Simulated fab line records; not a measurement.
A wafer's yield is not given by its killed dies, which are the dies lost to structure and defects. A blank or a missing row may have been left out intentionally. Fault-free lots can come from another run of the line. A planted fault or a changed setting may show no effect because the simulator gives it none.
Split-lot trial | flow berkeley-cmos170 | on a route of 331 steps: 5 lots, 23 wafers read

## SPLIT DETAILS
At UCB170_ACTIVE_COAT_08 (resist thk 900 nm), the setting spin-rpm was moved away from the recipe's 1500 rpm on 8 of the 23 wafers read, by +2.3% to +6.1%. This setting was run at the recipe's value on the other wafers.

The reading comes from the split's own step.

## THE READING
KrF_of_ACTIVE_COAT_08.thk-nm (the simulator's own value, which no gauge read), in nm, at UCB170_ACTIVE_COAT_08 (resist thk 900 nm). No usual value for it is given in the file. Across the 15 wafers here that went through the recipe, the average is 902.4 nm and the standard deviation 2.4 nm.

wafer  | tool, chamber at the split | spin-rpm as run, rpm | against the recipe | KrF_of_ACTIVE_COAT_08.thk-nm, nm | against lot-mates on the recipe
L074.1 | litho-track-01, 0          | 1500                 | recipe             | 901                              | -
L074.2 | litho-track-01, 0          | 1535                 | +2.3%              | 888.4                            | -12.2
L074.3 | litho-track-01, 0          | 1535                 | +2.3%              | 889.1                            | -11.5
L074.4 | litho-track-01, 0          | 1500                 | recipe             | 900.2                            | -
L074.6 | litho-track-01, 0          | 1535                 | +2.3%              | 887.2                            | -13.4
L077.1 | litho-track-03, 0          | 1559                 | +3.9%              | 880.1                            | -19.9
L077.2 | litho-track-03, 0          | 1500                 | recipe             | 899.5                            | -
L077.3 | litho-track-03, 0          | 1500                 | recipe             | 900.4                            | -
L077.4 | litho-track-03, 0          | 1559                 | +3.9%              | 882.7                            | -17.2
L077.6 | litho-track-03, 0          | 1559                 | +3.9%              | 882                              | -18.0
L080.2 | litho-track-02, 0          | 1500                 | recipe             | 903.5                            | -
L080.3 | litho-track-02, 0          | 1500                 | recipe             | 903.1                            | -
L080.6 | litho-track-02, 0          | 1500                 | recipe             | 903                              | -
L085.1 | litho-track-01, 0          | 1500                 | recipe             | 901.9                            | -
L085.2 | litho-track-01, 0          | 1591                 | +6.1%              | 873.8                            | -26.8
L085.3 | litho-track-01, 0          | 1591                 | +6.1%              | 875.2                            | -25.4
L085.4 | litho-track-01, 0          | 1500                 | recipe             | 902.9                            | -
L085.5 | litho-track-01, 0          | 1500                 | recipe             | 896.9                            | -
L084.1 | litho-track-02, 0          | 1500                 | recipe             | 905.4                            | -
L084.2 | litho-track-02, 0          | 1500                 | recipe             | 903.7                            | -
L084.3 | litho-track-02, 0          | 1500                 | recipe             | 902.6                            | -
L084.4 | litho-track-02, 0          | 1500                 | recipe             | 906.8                            | -
L084.6 | litho-track-02, 0          | 1500                 | recipe             | 904.9                            | -

THE FIT
A straight line over all 23 wafers: KrF_of_ACTIVE_COAT_08.thk-nm changes by -4.93 nm for each +1% of spin-rpm; r = -0.97; the points scatter about the line by 2.5 nm.
The same after taking each lot's own level away (the mean of its wafers on the recipe; 23 wafers): -4.49 nm for each +1%; r = -0.99; scatter 1.6 nm.
The reading moves by 27 nm for the largest change in spin-rpm, on that fit.
Measured against the standard deviation above, the lots' own levels, which go from 899.95 to 904.68 nm, span 1.9 times it.
The two slopes agree, so the slope changes little with the lot-to-lot level.
Check: for one of the wafers moved furthest among these (+6.1%), held out of the fit, the line's prediction against its lot-mates is -27.7 nm. Against them it came out at -26.8 nm.

## ADDITIONAL SPLITS CARRIED BY THESE WAFERS
Other splits were also applied to these wafers ahead of the reading. Each is held against what the fit with the lots' levels taken away leaves over:
other split on the same wafers         | wafers away from the commonest value | r with KrF_of_ACTIVE_COAT_08.thk-nm (lot level and that fit taken away)
UCB170_NWELL_COAT_07 resist-thk-nm     | 6                                    | -0.22
UCB170_NWELL_IMPLANT_14 energy-kev     | 5                                    | -0.17
UCB170_PWELL_IMPLANT_15 dose-cm2       | 8                                    | -0.36
UCB170_ACTIVE_CVD_05 sih2cl2-flow-sccm | 18                                   | -0.28

## THE WHOLE CHAIN: every reading that the file lists as answering this split, in the file's order
step                   | what it does      | reading                                                                       | change (the file's fit)              | r (the file's)
UCB170_ACTIVE_COAT_08  | resist thk 900 nm | KrF_of_ACTIVE_COAT_08.thk-nm (the simulator's own value, which no gauge read) | -4.48 nm for each +1% of the setting | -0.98
UCB170_ACTIVE_STRIP_16 | strips in O2      | strip-time-to-endpoint-s                                                      | withheld for each +1% of the setting | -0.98

## THE FILE'S OWN FIT
KrF_of_ACTIVE_COAT_08.thk-nm changes by -4.48 nm for each +1% of spin-rpm, r = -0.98.
